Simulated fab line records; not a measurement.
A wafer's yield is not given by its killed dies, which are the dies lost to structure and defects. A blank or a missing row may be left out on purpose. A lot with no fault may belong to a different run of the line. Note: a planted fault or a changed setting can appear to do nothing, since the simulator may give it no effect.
Which tool is to blame? / flow rit-cmos / 15 lots with 45 wafers sampled at 3 steps, on a route of 202 steps

WHAT THE GAUGES READ, wafer by wafer
RIT_GATE_OVL_MEAS_17.
lot=L959; measured=day 2 16:15; on=overlay-01; GATE_OVL (nm)=-1.2 -0.9 -0.6
lot=L960; measured=day 2 20:21; on=overlay-02; GATE_OVL (nm)=-0.4 -1.3 -3.1
lot=L961; measured=day 3 01:42; on=overlay-02; GATE_OVL (nm)=-2.8 -2.9 -3.0
lot=L964; measured=day 3 17:34; on=overlay-02; GATE_OVL (nm)=-1.2 -2.3 -0.9
lot=L965; measured=day 3 23:20; on=overlay-01; GATE_OVL (nm)=1.3 1.7 1.3
lot=L966; measured=day 4 04:19; on=overlay-02; GATE_OVL (nm)=1.6 1.4 1.7
lot=L967; measured=day 4 06:04; on=overlay-02; GATE_OVL (nm)=3.1 1.5 0.7
lot=L968; measured=day 4 16:14; on=overlay-02; GATE_OVL (nm)=0.5 1.2 1.7
lot=L969; measured=day 4 20:25; on=overlay-02; GATE_OVL (nm)=-0.3 0.1 0.2
lot=L971; measured=day 5 04:52; on=overlay-01; GATE_OVL (nm)=-1.6 -2.3 -1.1
lot=L972; measured=day 5 16:31; on=overlay-01; GATE_OVL (nm)=-0.3 -0.9 0.5
lot=L977; measured=day 7 00:36; on=overlay-02; GATE_OVL (nm)=-0.7 -0.9 1.2
lot=L978; measured=day 7 03:39; on=overlay-02; GATE_OVL (nm)=-0.2 -1.9 0.2
lot=L980; measured=day 7 19:21; on=overlay-01; GATE_OVL (nm)=0.0 -0.1 -1.7
lot=L982; measured=day 7 22:35; on=overlay-02; GATE_OVL (nm)=-0.6 -2.1 -1.8

RIT_M1_CD_MEAS_09: target cd 2600 nm.
lot=L959; measured=day 3 10:46; on=cd-sem-02; cd-nm (nm)=2601.9 2602.5 2600.9
lot=L960; measured=day 3 15:23; on=cd-sem-01; cd-nm (nm)=2601.9 2602.2 2602.7
lot=L961; measured=day 3 20:37; on=cd-sem-02; cd-nm (nm)=2599.4 2600.5 2599.3
lot=L964; measured=day 4 12:42; on=cd-sem-02; cd-nm (nm)=2599.0 2599.8 2600.8
lot=L965; measured=day 4 18:34; on=cd-sem-02; cd-nm (nm)=2599.7 2595.4 2598.2
lot=L966; measured=day 4 22:20; on=cd-sem-02; cd-nm (nm)=2599.8 2600.5 2599.4
lot=L967; measured=day 5 00:58; on=cd-sem-01; cd-nm (nm)=2604.3 2603.7 2604.8
lot=L968; measured=day 5 10:02; on=cd-sem-01; cd-nm (nm)=2596.1 2597.0 2596.8
lot=L969; measured=day 5 15:28; on=cd-sem-01; cd-nm (nm)=2599.4 2597.9 2599.1
lot=L971; measured=day 6 01:32; on=cd-sem-01; cd-nm (nm)=2600.9 2599.5 2599.6
lot=L972; measured=day 6 09:28; on=cd-sem-02; cd-nm (nm)=2597.6 2597.6 2598.9
lot=L977; measured=day 7 19:06; on=cd-sem-02; cd-nm (nm)=2600.5 2599.5 2599.5
lot=L978; measured=day 8 02:22; on=cd-sem-01; cd-nm (nm)=2600.8 2602.1 2600.4
lot=L980; measured=day 8 14:24; on=cd-sem-02; cd-nm (nm)=2597.8 2599.2 2599.4
lot=L982; measured=day 8 20:22; on=cd-sem-01; cd-nm (nm)=2597.9 2598.7 2596.9

EACH LOT AND THE TOOL THAT RAN IT (in order: tool; ch and the chambers of the sampled wafers; start)
lot=L959; RIT_PLDD_STRIP_09=plasma-asher-04 ch 0,1, day 2 23:26
lot=L960; RIT_PLDD_STRIP_09=plasma-asher-03 ch 0,1, day 3 03:18
lot=L961; RIT_PLDD_STRIP_09=plasma-asher-04 ch 0,1, day 3 09:28
lot=L964; RIT_PLDD_STRIP_09=plasma-asher-03 ch 0,1, day 4 01:46
lot=L965; RIT_PLDD_STRIP_09=plasma-asher-01 ch 0,1, day 4 07:35
lot=L966; RIT_PLDD_STRIP_09=plasma-asher-03 ch 0,1, day 4 11:25
lot=L967; RIT_PLDD_STRIP_09=plasma-asher-03 ch 0,1, day 4 13:27
lot=L968; RIT_PLDD_STRIP_09=plasma-asher-01 ch 0,1, day 4 23:05
lot=L969; RIT_PLDD_STRIP_09=plasma-asher-01 ch 0,1, day 5 03:42
lot=L971; RIT_PLDD_STRIP_09=plasma-asher-03 ch 0,1, day 5 13:28
lot=L972; RIT_PLDD_STRIP_09=plasma-asher-01 ch 0,1, day 5 22:41
lot=L977; RIT_PLDD_STRIP_09=plasma-asher-04 ch 0,1, day 7 08:01
lot=L978; RIT_PLDD_STRIP_09=plasma-asher-03 ch 0,1, day 7 12:53
lot=L980; RIT_PLDD_STRIP_09=plasma-asher-03 ch 0,1, day 8 03:25
lot=L982; RIT_PLDD_STRIP_09=plasma-asher-03 ch 0,1, day 8 09:05
- RIT_PLDD_STRIP_09: strips in O2, time 180 s.

WHAT THE TOOLS THEMSELVES READ (means of the sampled wafers that have a number; where no wafer has one, the mark that the record gives instead)
RIT_PLDD_STRIP_09.
lot=L959; tool=plasma-asher-04; drypump-motor-current-A (A)=5.7
lot=L960; tool=plasma-asher-03; drypump-motor-current-A (A)=5.6
lot=L961; tool=plasma-asher-04; drypump-motor-current-A (A)=5.5
lot=L964; tool=plasma-asher-03; drypump-motor-current-A (A)=5.6
lot=L965; tool=plasma-asher-01; drypump-motor-current-A (A)=5.2
lot=L966; tool=plasma-asher-03; drypump-motor-current-A (A)=5.6
lot=L967; tool=plasma-asher-03; drypump-motor-current-A (A)=5.4
lot=L968; tool=plasma-asher-01; drypump-motor-current-A (A)=5.0
lot=L969; tool=plasma-asher-01; drypump-motor-current-A (A)=5.2
lot=L971; tool=plasma-asher-03; drypump-motor-current-A (A)=5.4
lot=L972; tool=plasma-asher-01; drypump-motor-current-A (A)=5.0
lot=L977; tool=plasma-asher-04; drypump-motor-current-A (A)=5.7
lot=L978; tool=plasma-asher-03; drypump-motor-current-A (A)=5.5
lot=L980; tool=plasma-asher-03; drypump-motor-current-A (A)=5.6
lot=L982; tool=plasma-asher-03; drypump-motor-current-A (A)=5.6

THE ANSWER, worked out from the rows above alone
Rule: usual is defined by the lots themselves. Put in order of their means at a reading, lots are off if they are a third of the lots or fewer, leave a main group of 4 or more, and stand apart from it by a gap of 3 or more times the standard deviation of the main group's means; of several such gaps the widest counts. A main group whose means are all the same, to the digits that the tables above print for the reading, isn't used. A lot without any number at a reading at which 4 lots or more have one is off too. The other lots that the step has rows for count as sound. First the gauges in route order, then the tools' own readings, where a lot's mean is used as printed above. At the first step where some lot is off, the reading lying furthest off is the one used; lots without a number count as furthest.
Across all readings shown, no lot is off: no conclusion can be drawn from this.

WHAT THE SIMULATOR PUT IN
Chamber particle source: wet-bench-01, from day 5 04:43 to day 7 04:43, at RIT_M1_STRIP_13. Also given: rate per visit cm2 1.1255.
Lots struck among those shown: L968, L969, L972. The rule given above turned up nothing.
